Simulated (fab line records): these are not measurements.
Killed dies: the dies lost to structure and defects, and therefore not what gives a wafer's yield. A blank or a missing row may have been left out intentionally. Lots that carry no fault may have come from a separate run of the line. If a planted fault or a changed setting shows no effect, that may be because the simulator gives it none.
The tool behind it: which one? :: flow rit-cmos :: 13 lots, 39 wafers sampled, at 5 steps of a route of 202

== WHAT THE GAUGES SHOWED, per wafer ==
RIT_ACTIVE_BOW_MEAS_00.
lot: L333
measured: day 1 20:00
on: film-metro-01
INCOMING_BOW (um): -6 7 16

lot: L334
measured: day 2 01:00
on: film-metro-03
INCOMING_BOW (um): 0 4 1

lot: L335
measured: day 2 06:00
on: film-metro-03
INCOMING_BOW (um): -3 8 16

lot: L336
measured: day 2 11:00
on: film-metro-03
INCOMING_BOW (um): 0 -8 -8

lot: L337
measured: day 2 16:01
on: film-metro-04
INCOMING_BOW (um): 3 -4 -6

lot: L338
measured: day 2 21:00
on: film-metro-04
INCOMING_BOW (um): -3 13 -2

lot: L339
measured: day 3 02:00
on: film-metro-03
INCOMING_BOW (um): -7 -2 -10

lot: L341
measured: day 3 12:04
on: film-metro-01
INCOMING_BOW (um): 4 9 -6

lot: L344
measured: day 4 03:01
on: film-metro-01
INCOMING_BOW (um): -9 1 -8

lot: L347
measured: day 4 18:01
on: film-metro-01
INCOMING_BOW (um): -6 1 10

lot: L348
measured: day 4 23:00
on: film-metro-01
INCOMING_BOW (um): -7 11 5

lot: L351
measured: day 5 14:00
on: film-metro-03
INCOMING_BOW (um): -5 16 3

lot: L352
measured: day 5 19:00
on: film-metro-04
INCOMING_BOW (um): -1 2 2

RIT_ACTIVE_THK_MEAS_04.
lot: L333
measured: day 1 23:58
on: film-metro-01
ACTIVE_NITRIDE_THK (nm): 151.3 153.0 152.4

lot: L334
measured: day 2 04:32
on: film-metro-03
ACTIVE_NITRIDE_THK (nm): 152.2 151.1 150.8

lot: L335
measured: day 2 09:32
on: film-metro-03
ACTIVE_NITRIDE_THK (nm): 150.5 150.4 152.4

lot: L336
measured: day 2 14:51
on: film-metro-03
ACTIVE_NITRIDE_THK (nm): 151.6 152.1 152.6

lot: L337
measured: day 2 20:56
on: film-metro-01
ACTIVE_NITRIDE_THK (nm): 152.1 151.1 151.6

lot: L338
measured: day 3 05:04
on: film-metro-01
ACTIVE_NITRIDE_THK (nm): 153.3 154.9 152.6

lot: L339
measured: day 3 08:33
on: film-metro-04
ACTIVE_NITRIDE_THK (nm): 151.9 151.2 152.6

lot: L341
measured: day 3 16:57
on: film-metro-03
ACTIVE_NITRIDE_THK (nm): 124.1 124.3 123.4

lot: L344
measured: day 4 07:05
on: film-metro-04
ACTIVE_NITRIDE_THK (nm): 151.2 151.8 152.8

lot: L347
measured: day 4 23:43
on: film-metro-04
ACTIVE_NITRIDE_THK (nm): 150.8 150.0 150.1

lot: L348
measured: day 5 03:38
on: film-metro-04
ACTIVE_NITRIDE_THK (nm): 148.4 150.1 149.7

lot: L351
measured: day 5 18:28
on: film-metro-03
ACTIVE_NITRIDE_THK (nm): 151.2 151.4 150.9

lot: L352
measured: day 6 00:04
on: film-metro-03
ACTIVE_NITRIDE_THK (nm): 150.6 149.1 150.4

RIT_NWELL_OVL_MEAS_06.
lot: L333
measured: day 2 07:01
on: overlay-01
NWELL_OVL (nm): 4.0 2.5 2.1

lot: L334
measured: day 2 11:19
on: overlay-02
NWELL_OVL (nm): -0.6 -0.4 -1.7

lot: L335
measured: day 2 19:12
on: overlay-02
NWELL_OVL (nm): 0.3 -0.3 -1.5

lot: L336
measured: day 3 03:32
on: overlay-02
NWELL_OVL (nm): 0.3 0.1 2.1

lot: L337
measured: day 3 10:20
on: overlay-02
NWELL_OVL (nm): 0.4 2.1 1.2

lot: L338
measured: day 3 16:39
on: overlay-02
NWELL_OVL (nm): -1.6 -1.0 -1.2

lot: L339
measured: day 3 18:31
on: overlay-01
NWELL_OVL (nm): -0.4 0.0 0.0

lot: L341
measured: day 3 23:43
on: overlay-02
NWELL_OVL (nm): -2.1 -2.7 -2.3

lot: L344
measured: day 4 15:02
on: overlay-02
NWELL_OVL (nm): -1.6 -2.0 -1.8

lot: L347
measured: day 5 06:36
on: overlay-01
NWELL_OVL (nm): -1.3 -2.4 -3.1

lot: L348
measured: day 5 12:38
on: overlay-02
NWELL_OVL (nm): 1.1 0.5 -0.5

lot: L351
measured: day 6 03:02
on: overlay-01
NWELL_OVL (nm): -0.4 0.7 -0.1

lot: L352
measured: day 6 07:07
on: overlay-02
NWELL_OVL (nm): -1.7 -1.5 0.1

== TOOL THAT RAN EACH LOT (tool first, then ch and the chambers of the sampled wafers, then the start) ==
lot: L333
RIT_ACTIVE_CVD_03: lpcvd-02 ch 1, day 1 22:34
RIT_ACTIVE_ETCH_13: rie-diel-03 ch 0,1,3, day 2 01:17

lot: L334
RIT_ACTIVE_CVD_03: lpcvd-02 ch 1, day 2 03:07
RIT_ACTIVE_ETCH_13: rie-diel-04 ch 0,1,2, day 2 05:43

lot: L335
RIT_ACTIVE_CVD_03: lpcvd-02 ch 1, day 2 08:07
RIT_ACTIVE_ETCH_13: rie-diel-03 ch 1,2,3, day 2 10:43

lot: L336
RIT_ACTIVE_CVD_03: lpcvd-02 ch 0, day 2 13:26
RIT_ACTIVE_ETCH_13: rie-diel-04 ch 0,1,3, day 2 16:10

lot: L337
RIT_ACTIVE_CVD_03: lpcvd-01 ch 1, day 2 19:30
RIT_ACTIVE_ETCH_13: rie-diel-04 ch 0,1,3, day 2 22:07

lot: L338
RIT_ACTIVE_CVD_03: lpcvd-02 ch 1, day 3 03:38
RIT_ACTIVE_ETCH_13: rie-diel-04 ch 0,1,2, day 3 06:22

lot: L339
RIT_ACTIVE_CVD_03: lpcvd-02 ch 0, day 3 07:08
RIT_ACTIVE_ETCH_13: rie-diel-03 ch 1,2,3, day 3 09:46

lot: L341
RIT_ACTIVE_CVD_03: lpcvd-02 ch 1, day 3 15:31
RIT_ACTIVE_ETCH_13: rie-diel-03 ch 2,3, day 3 18:06

lot: L344
RIT_ACTIVE_CVD_03: lpcvd-01 ch 0, day 4 05:40
RIT_ACTIVE_ETCH_13: rie-diel-03 ch 1,2, day 4 08:33

lot: L347
RIT_ACTIVE_CVD_03: lpcvd-01 ch 0, day 4 22:18
RIT_ACTIVE_ETCH_13: rie-diel-04 ch 0,1,3, day 5 01:11

lot: L348
RIT_ACTIVE_CVD_03: lpcvd-01 ch 1, day 5 02:13
RIT_ACTIVE_ETCH_13: rie-diel-04 ch 1,2,3, day 5 04:56

lot: L351
RIT_ACTIVE_CVD_03: lpcvd-01 ch 0, day 5 16:20
RIT_ACTIVE_ETCH_13: rie-diel-04 ch 0,1,3, day 5 19:46

lot: L352
RIT_ACTIVE_CVD_03: lpcvd-01 ch 0, day 5 22:39
RIT_ACTIVE_ETCH_13: rie-diel-04 ch 1,3, day 6 01:28
- RIT_ACTIVE_CVD_03: deposits Si3N4 from SiH2Cl2/NH3, target thk 150 nm, time 1500 s.
- RIT_ACTIVE_ETCH_13: etches Si3N4 in SF6, stops on SiO2, time 210 s, target depth 210 nm.

== AS READ BY THE TOOLS THEMSELVES (means over the sampled wafers that have a number; for cases with no such wafer, the mark the record gives instead) ==
RIT_ACTIVE_ETCH_13.
lot: L333
tool: rie-diel-03
SF6_flow_sccm (sccm): 200.1
drypump-motor-current-A (A): 6.1
oes-product-au (a.u.): 0.828
throttle-valve-pct (%): 7.63

lot: L334
tool: rie-diel-04
SF6_flow_sccm (sccm): 199.8
drypump-motor-current-A (A): 5.9
oes-product-au (a.u.): 0.818
throttle-valve-pct (%): 7.48

lot: L335
tool: rie-diel-03
SF6_flow_sccm (sccm): 200.3
drypump-motor-current-A (A): 5.9
oes-product-au (a.u.): 0.833
throttle-valve-pct (%): 7.55

lot: L336
tool: rie-diel-04
SF6_flow_sccm (sccm): 200.0
drypump-motor-current-A (A): 6.2
oes-product-au (a.u.): 0.821
throttle-valve-pct (%): 7.53

lot: L337
tool: rie-diel-04
SF6_flow_sccm (sccm): 200.0
drypump-motor-current-A (A): 6.2
oes-product-au (a.u.): 0.826
throttle-valve-pct (%): 7.53

lot: L338
tool: rie-diel-04
SF6_flow_sccm (sccm): 200.2
drypump-motor-current-A (A): 5.8
oes-product-au (a.u.): 0.825
throttle-valve-pct (%): 7.49

lot: L339
tool: rie-diel-03
SF6_flow_sccm (sccm): 200.0
drypump-motor-current-A (A): 5.9
oes-product-au (a.u.): 0.832
throttle-valve-pct (%): 7.55

lot: L341
tool: rie-diel-03
SF6_flow_sccm (sccm): 200.4
drypump-motor-current-A (A): 5.7
oes-product-au (a.u.): 0.759
throttle-valve-pct (%): 7.58

lot: L344
tool: rie-diel-03
SF6_flow_sccm (sccm): 199.6
drypump-motor-current-A (A): 6.2
oes-product-au (a.u.): 0.835
throttle-valve-pct (%): 7.50

lot: L347
tool: rie-diel-04
SF6_flow_sccm (sccm): 200.1
drypump-motor-current-A (A): 6.2
oes-product-au (a.u.): 0.818
throttle-valve-pct (%): 7.52

lot: L348
tool: rie-diel-04
SF6_flow_sccm (sccm): 200.4
drypump-motor-current-A (A): 5.7
oes-product-au (a.u.): 0.815
throttle-valve-pct (%): 7.40

lot: L351
tool: rie-diel-04
SF6_flow_sccm (sccm): 199.7
drypump-motor-current-A (A): 6.2
oes-product-au (a.u.): 0.821
throttle-valve-pct (%): 7.54

lot: L352
tool: rie-diel-04
SF6_flow_sccm (sccm): 199.6
drypump-motor-current-A (A): 6.0
oes-product-au (a.u.): 0.819
throttle-valve-pct (%): 7.50

== THE ANSWER, worked out from the rows above alone ==
Rule: what is usual is taken from the lots themselves. The widest of any qualifying gaps counts: lots, ordered by their means at a reading, are off when they make up no more than a third of the lots, leave a main group of 4 or more, and stand apart from it by 3 or more times the standard deviation of that group's means. Not used: any main group whose means are identical at the precision the tables above print for the reading. A lot without any number at a reading at which 4 lots or more have one is off too. The other lots that the step has rows for count as sound. First the gauges in route order, then the tools' own readings, where a lot's mean is used as printed above. The first step at which some lot is off is used, and at that step the reading that is off furthest; a lot without a number counts as furthest.
Off: at RIT_ACTIVE_THK_MEAS_04 (ACTIVE_NITRIDE_THK), L341. For the main group the mean is 151.4 nm and the standard deviation 1.1.
If a tool, at a process step before that reading, ran all the lots that are off and no sound lot after the first of them, it fits. The gauges at RIT_ACTIVE_THK_MEAS_04 aren't tried: what is off there is off at RIT_ACTIVE_ETCH_13 too, on other tools, and a gauge's error can't cause that. One fits: lpcvd-02 at RIT_ACTIVE_CVD_03. A fault onset in the window from L339 (day 3 07:08, its last sound lot) to L341 (day 3 15:31, its first lot off) fits.

== WHAT HAD BEEN PUT IN BY THE SIMULATOR ==
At RIT_ACTIVE_CVD_03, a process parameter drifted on lpcvd-02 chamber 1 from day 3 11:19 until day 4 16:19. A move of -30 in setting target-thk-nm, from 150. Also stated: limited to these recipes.
Struck lots among those shown: L341. The rule given above showed the same thing.
